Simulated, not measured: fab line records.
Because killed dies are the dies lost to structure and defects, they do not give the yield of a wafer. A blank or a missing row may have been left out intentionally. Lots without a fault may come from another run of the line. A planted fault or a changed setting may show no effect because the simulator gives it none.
2 desks, one fault -- flow rit_cmos -- each desk holds nothing but its own numbers, with what lay behind them at the end

## AT THE TOOL OWNER'S DESK: rie_metal-01
The tool's own readings at RIT_M1_METAL_ETCH_12 (etches Al in Cl2/BCl3, stops on SiO2, time 165 s, target depth 600 nm): means of the sampled wafers that have a number, for each lot that ran on this tool. Marked OUT: a lot whose mean sits more than 4 standard deviations from the usual mean, which makes it out of limits; the brackets give that distance.
Columns: A = drypump_motor_current_A at RIT_M1_METAL_ETCH_12, usual 5.9 A; B = mfc_cl2_sccm at RIT_M1_METAL_ETCH_12, usual 59.96 sccm; C = oes_product_au at RIT_M1_METAL_ETCH_12, usual 0.767 a.u.; D = throttle_valve_pct at RIT_M1_METAL_ETCH_12, usual 8.32 %
lot,first seen here,A,B,C,D
L303,day 7 06:31,6.3,60.00,0.751,8.29
L307,day 7 20:35,6.4,60.10,0.642 (-13) OUT,8.31
L308,day 8 07:12,6.4,60.03,0.650 (-12) OUT,8.29
This desk's finding: out of limits on L307, L308; first on L307, day 7 20:35 (oes_product_au at RIT_M1_METAL_ETCH_12). In limits: L303.

## THE METROLOGY DESK
What the gauges read, lot by lot, whatever tool the lot ran on: means of the sampled wafers that have a number. Marked OUT: a lot whose mean sits more than 4 standard deviations from the usual mean, which makes it out of limits; the brackets give that distance.
Columns: A = M1_AL_RS at RIT_M1_RS_MEAS_01, usual 0.0734 ohm/sq; B = M1_AL_THK at RIT_M1_THK_MEAS_02, usual 392 nm; C = cd_nm at RIT_M1_CD_MEAS_09, usual 2600.0 nm; D = M1_OVL at RIT_M1_OVL_MEAS_10, usual 0.0 nm; E = cd_nm at RIT_M1_CD_MEAS_90, usual 2601 nm
lot,first seen here,A,B,C,D,E
L294,day 4 21:51,0.0721,398,2602.9,-0.2,2604
L302,day 7 03:11,0.0738,387,2600.6,-0.8,2601
L303,day 7 04:52,0.0745,387,2601.7,-1.3,2603
L305,day 7 18:14,0.0734,392,2598.0,-1.1,2596
L307,day 7 18:45,0.0723,398,2596.7,0.3,2589
L308,day 8 05:44,0.0729,393,2600.0,0.0,2591
This desk found nothing out of limits on any of the 6 lots.

## ALL TOGETHER
At day 7 20:35, on L307, L308, the tool owner's desk was in a position to raise an alarm.
Nothing out of limits was seen by the metrology desk.
The metrology desk has L307, L308 on record, within its limits.
Of the lots named, all ran RIT_M1_METAL_ETCH_12 on rie_metal-01.

## WHAT THE SIMULATOR HAD PUT IN
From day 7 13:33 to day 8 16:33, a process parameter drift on rie_metal-01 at RIT_M1_METAL_ETCH_12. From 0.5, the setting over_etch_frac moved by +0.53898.
Shown lots that were struck: L307, L308.
How many hours passed from the start of the fault until each desk's first out-of-limits reading: the tool owner's desk, 7.
